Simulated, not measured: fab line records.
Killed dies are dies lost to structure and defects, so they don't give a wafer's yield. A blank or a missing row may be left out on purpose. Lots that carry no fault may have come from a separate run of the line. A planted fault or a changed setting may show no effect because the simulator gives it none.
A struck lot beside a sound one || flow ritCmos || 27 out of 202 route steps
Sound: the wafers L492.1, L492.2, L492.3. Struck: wafers L497.1, L497.3, L497.5. The cause comes at the end.
Order at every step that has rows: each side's tool, ch and its chambers, its first start. Under that, the readings that differ: sound wafers || struck wafers || difference of the means || sigmas: that difference in standard deviations of wafers without a fault.
alike: readings whose means differ by less than 2 such deviations, and words and numbers that are the same on both sides. not compared: withheld readings, readings that some wafer has no value for, bounds like >300 that may hide the same value, and numbers for which the record gives no deviation and whose values overlap.
Wherever a step has rows on one side only, a row that says differs or no value, or a row with sigmas, the two part there. Non-overlapping numbers with no deviation appear without sigmas and do not part them. Lack of a reading on every wafer of one side parts them only where that side has two or more wafers.

first, 4 steps without rows for these wafers: RIT_CONTACT_SOFTBAKE_04 (time 60 s); RIT_CONTACT_EXPOSE_05 (exposes mask M11, target cd 1000 nm); RIT_CONTACT_PEB_06; RIT_CONTACT_DEVELOP_07 (develop time 120 s).
RIT_CONTACT_CD_MEAS_08: the cd target is 1000 nm.
  struck on cdSem-01, day 4 06:28; sound on cdSem-02, day 3 05:15
  alike: cdNm
RIT_CONTACT_OVL_MEAS_09:
  struck on overlay-01, day 4 06:35; sound on overlay-02, day 3 05:22
  alike: CONTACT_OVL
then, 1 step without rows for these wafers: RIT_CONTACT_HARDBAKE_10 (time 60 s).
RIT_CONTACT_ETCH_11: etches SiO2 in CHF3/CF4/Ar, stops on TiSi2, target depth 480 nm, time 320 s.
  sound on rieDiel-03 ch 0,1,2, day 3 05:33; struck on rieDiel-03 ch 1,3, day 4 06:47
  alike: CHF3_flow_sccm, drypumpMotorCurrentA, oesProductAu, throttleValvePct
  not compared: rfHoursCounterH
RIT_CONTACT_STRIP_12: strips in O2, time 180 s.
  sound on plasmaAsher-01 ch 0,1, day 3 05:45; struck on plasmaAsher-02 ch 0,1, day 4 06:58
  alike: drypumpMotorCurrentA
  not compared: rfHoursCounterH
RIT_CONTACT_CD_MEAS_90: the cd target is 1000 nm.
  struck on cdSem-01, day 4 07:09; sound on cdSem-01, day 3 05:55
  alike: cdNm
then, 2 steps without rows for these wafers: RIT_CONTACT_CLEAN_13 (cleans in SC1, time 600 s); RIT_CONTACT_CLEAN_14 (cleans in SC2, time 600 s).
RIT_M1_SPUTTER_00: material Al, target thk 400 nm, time 500 s.
  struck on pvdSputter-03, day 4 07:41; sound on pvdSputter-03, day 3 06:25
{"reading": "model.Al_of_M1_SPUTTER_00.thkNm (nm)", "sound": "390 396 396.8", "struck": "415.3 410.4 405.9", "difference": "+16.3", "sigmas": ""}
  alike: throttleValvePct
RIT_M1_RS_MEAS_01: the measuring method here is four-point-probe.
  struck on filmMetro-02, day 4 07:59; sound on filmMetro-03, day 3 06:42
{"reading": "M1_AL_RS (ohm/sq)", "sound": "0.0754 0.0741 0.0741", "struck": "0.0706 0.0713 0.0720", "difference": -0.0032, "sigmas": -5}
RIT_M1_THK_MEAS_02: measures by xrf.
  struck on filmMetro-02, day 4 08:06; sound on filmMetro-03, day 3 06:49
{"reading": "M1_AL_THK (nm)", "sound": "394 402 403", "struck": "422 420 412", "difference": "+18", "sigmas": "+4"}
then, 6 steps without rows for these wafers: RIT_M1_HMDS_03 (prime time 60 s); RIT_M1_COAT_04 (resist thk 1300 nm); RIT_M1_SOFTBAKE_05 (time 60 s); RIT_M1_EXPOSE_06 (exposes mask M12, target cd 2600 nm); RIT_M1_PEB_07; RIT_M1_DEVELOP_08 (develop time 68 s).
RIT_M1_CD_MEAS_09: the cd target is 2600 nm.
  struck on cdSem-02, day 4 09:23; sound on cdSem-02, day 3 07:46
  alike: cdNm
RIT_M1_OVL_MEAS_10:
  struck on overlay-01, day 4 09:30; sound on overlay-01, day 3 07:53
  alike: M1_OVL
then, 1 step without rows for these wafers: RIT_M1_HARDBAKE_11 (time 120 s).
RIT_M1_METAL_ETCH_12: etches Al in Cl2/BCl3, stops on SiO2, time 165 s, target depth 600 nm.
  sound on rieMetal-01 ch 0,1, day 3 08:10; struck on rieMetal-04 ch 0,1, day 4 09:47
{"reading": "oesProductAu (a.u.)", "sound": "0.749 0.746 0.754", "struck": "0.797 0.789 0.780", "difference": "+0.039", "sigmas": "+2"}
{"reading": "model.M1.featureDepthNm (nm)", "sound": "422.1 428.5 428.7", "struck": "448.5 443 438.8", "difference": "+17.0", "sigmas": ""}
{"reading": "model.etch.depthNm (nm)", "sound": "390 396 396.8", "struck": "415.3 410.4 405.9", "difference": "+16.3", "sigmas": ""}
  alike: drypumpMotorCurrentA, heBacksideLeakSccm, throttleValvePct
  not compared: rfHoursCounterH
then, 1 step without rows for these wafers: RIT_M1_STRIP_13 (strips in nmp, time 600 s).
RIT_M1_PROBE_99:
  struck on prober-02, day 4 12:16; sound on prober-01, day 3 10:25
  alike: killed_at_M0_to_M3, killedAtContacts, killedAtFrontEnd, killedDies, killedOpen, killedShort

## WHERE THEY PART
At RIT_M1_RS_MEAS_01 first; at RIT_M1_METAL_ETCH_12 last (within this record only). Later steps at which nothing parts them and some readings are alike: RIT_M1_PROBE_99.

WHY: what had been put in by the simulator
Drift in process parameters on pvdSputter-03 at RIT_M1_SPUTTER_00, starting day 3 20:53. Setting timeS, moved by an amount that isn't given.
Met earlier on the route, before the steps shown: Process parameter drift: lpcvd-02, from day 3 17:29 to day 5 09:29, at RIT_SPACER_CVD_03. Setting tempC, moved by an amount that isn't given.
